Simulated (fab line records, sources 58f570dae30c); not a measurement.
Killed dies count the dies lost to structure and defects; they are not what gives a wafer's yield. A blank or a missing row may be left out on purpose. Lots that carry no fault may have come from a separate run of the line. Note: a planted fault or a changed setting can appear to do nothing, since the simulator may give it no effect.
Shared-tool check || flow berkeley-cmos170 || 14 lots, 42 wafers sampled

WHY THIS WAS OPENED
UCB170_SDANNEAL_RS_MEAS_04, reading PLDD_RS: flagged on 2 of 14 lots. Fault-free wafers read 1033.0 ohm/sq, with a standard deviation of 2.7.
Rule: a lot is flagged when every wafer of it that has a number lies more than 4 standard deviations from that mean, or none has a number. All remaining lots are regarded as sound.

{"lot": "L815", "measured": "day 8 11:30", "on": "film-metro-01", "PLDD_RS (ohm/sq), wafer by wafer": "1033.2 1029.8 1033.1", "flag": ""}
{"lot": "L820", "measured": "day 8 20:26", "on": "film-metro-01", "PLDD_RS (ohm/sq), wafer by wafer": "1034.9 1037.6 1035.2", "flag": ""}
{"lot": "L819", "measured": "day 8 20:36", "on": "film-metro-04", "PLDD_RS (ohm/sq), wafer by wafer": "1032.1 1034.6 1038.1", "flag": ""}
{"lot": "L822", "measured": "day 9 03:58", "on": "film-metro-01", "PLDD_RS (ohm/sq), wafer by wafer": "1033.1 1032.2 1031.8", "flag": ""}
{"lot": "L821", "measured": "day 9 04:37", "on": "film-metro-01", "PLDD_RS (ohm/sq), wafer by wafer": "1033.7 1038.3 1037.7", "flag": ""}
{"lot": "L823", "measured": "day 9 18:42", "on": "film-metro-04", "PLDD_RS (ohm/sq), wafer by wafer": "1030.6 1027.5 1032.2", "flag": ""}
{"lot": "L825", "measured": "day 9 19:09", "on": "film-metro-01", "PLDD_RS (ohm/sq), wafer by wafer": "1033.6 1030.9 1028.3", "flag": ""}
{"lot": "L827", "measured": "day 10 05:40", "on": "film-metro-04", "PLDD_RS (ohm/sq), wafer by wafer": "1046.5 1046.3 1046.4", "flag": "FLAGGED"}
{"lot": "L831", "measured": "day 11 11:58", "on": "film-metro-03", "PLDD_RS (ohm/sq), wafer by wafer": "1044.6 1046.5 1046.9", "flag": "FLAGGED"}
{"lot": "L834", "measured": "day 11 12:09", "on": "film-metro-01", "PLDD_RS (ohm/sq), wafer by wafer": "1032.2 1033.9 1034.7", "flag": ""}
{"lot": "L830", "measured": "day 11 12:28", "on": "film-metro-04", "PLDD_RS (ohm/sq), wafer by wafer": "1029.8 1032.1 1034.5", "flag": ""}
{"lot": "L833", "measured": "day 11 12:54", "on": "film-metro-01", "PLDD_RS (ohm/sq), wafer by wafer": "1034.0 1031.0 1032.3", "flag": ""}
{"lot": "L835", "measured": "day 12 04:37", "on": "film-metro-04", "PLDD_RS (ohm/sq), wafer by wafer": "1036.2 1039.2 1037.9", "flag": ""}
{"lot": "L837", "measured": "day 12 05:08", "on": "film-metro-01", "PLDD_RS (ohm/sq), wafer by wafer": "1031.1 1033.7 1037.1", "flag": ""}
The mean of the flagged lots' numbers is 1046.2 ohm/sq, +13.2 ohm/sq from the usual (+5 standard deviations).

LOT BY LOT: THE TOOL USED
The record keeps 1 process step preceding the reading, out of 331 steps on the route. Each cell gives the tool, then ch followed by the chambers the sampled wafers passed through, then the start.
{"lot": "L815", "flag": "", "UCB170_PLDD_IMPLANT_09": "implanter-03 ch 0, day 7 20:35"}
{"lot": "L820", "flag": "", "UCB170_PLDD_IMPLANT_09": "implanter-01 ch 0, day 8 04:26"}
{"lot": "L819", "flag": "", "UCB170_PLDD_IMPLANT_09": "implanter-01 ch 0, day 8 03:36"}
{"lot": "L822", "flag": "", "UCB170_PLDD_IMPLANT_09": "implanter-01 ch 0, day 8 13:24"}
{"lot": "L821", "flag": "", "UCB170_PLDD_IMPLANT_09": "implanter-03 ch 0, day 8 14:28"}
{"lot": "L823", "flag": "", "UCB170_PLDD_IMPLANT_09": "implanter-03 ch 0, day 9 00:41"}
{"lot": "L825", "flag": "", "UCB170_PLDD_IMPLANT_09": "implanter-02 ch 0, day 9 01:20"}
{"lot": "L827", "flag": "FLAGGED", "UCB170_PLDD_IMPLANT_09": "implanter-01 ch 0, day 9 16:50"}
{"lot": "L831", "flag": "FLAGGED", "UCB170_PLDD_IMPLANT_09": "implanter-01 ch 0, day 10 23:11"}
{"lot": "L834", "flag": "", "UCB170_PLDD_IMPLANT_09": "implanter-03 ch 0, day 10 23:08"}
{"lot": "L830", "flag": "", "UCB170_PLDD_IMPLANT_09": "implanter-02 ch 0, day 10 23:27"}
{"lot": "L833", "flag": "", "UCB170_PLDD_IMPLANT_09": "implanter-03 ch 0, day 10 23:36"}
{"lot": "L835", "flag": "", "UCB170_PLDD_IMPLANT_09": "implanter-02 ch 0, day 11 14:31"}
{"lot": "L837", "flag": "", "UCB170_PLDD_IMPLANT_09": "implanter-03 ch 0, day 11 13:54"}
What is done by these steps:
- UCB170_PLDD_IMPLANT_09
- UCB170_SDANNEAL_RS_MEAS_04: measures by four-point-probe.

FLAGGED OVER TOTAL, TOOL BY TOOL (the gauges that took the reading come last)
{"step": "UCB170_PLDD_IMPLANT_09", "tool": "implanter-01", "lots run": 5, "flagged": 2, "share of the flagged lots": "all", "sound lots run after its first flagged lot": 0}
{"step": "UCB170_PLDD_IMPLANT_09", "tool": "implanter-02", "lots run": 3, "flagged": 0, "share of the flagged lots": "none", "sound lots run after its first flagged lot": "-"}
{"step": "UCB170_PLDD_IMPLANT_09", "tool": "implanter-03", "lots run": 6, "flagged": 0, "share of the flagged lots": "none", "sound lots run after its first flagged lot": "-"}
{"step": "UCB170_SDANNEAL_RS_MEAS_04", "tool": "film-metro-01", "lots run": 8, "flagged": 0, "share of the flagged lots": "none", "sound lots run after its first flagged lot": "-"}
{"step": "UCB170_SDANNEAL_RS_MEAS_04", "tool": "film-metro-03", "lots run": 1, "flagged": 1, "share of the flagged lots": "some", "sound lots run after its first flagged lot": 0}
{"step": "UCB170_SDANNEAL_RS_MEAS_04", "tool": "film-metro-04", "lots run": 5, "flagged": 1, "share of the flagged lots": "some", "sound lots run after its first flagged lot": "2 (L830,L835)"}

WHAT IS ALLOWED BY THE TABLE
Rows of the table that ran each flagged lot: 1, that is implanter-01 at UCB170_PLDD_IMPLANT_09.
- implanter-01 at UCB170_PLDD_IMPLANT_09: 2 of its 5 lots flagged. Last sound lot L822 at day 8 13:24, first flagged lot L827 at day 9 16:50; a fault beginning in between fits. Its own readings (beam-energy-keV, beam-on-s, faraday-current-uA) fall more than 4 standard deviations out on all wafers of the flagged lots.
One tool is left: implanter-01 at UCB170_PLDD_IMPLANT_09.

WHAT THE SIMULATOR HAD INSERTED
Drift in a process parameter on implanter-01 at UCB170_PLDD_IMPLANT_09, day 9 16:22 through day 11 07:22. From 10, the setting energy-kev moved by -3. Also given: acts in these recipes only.
Lots struck among those shown: L827, L831. This agrees with what the rule above found.
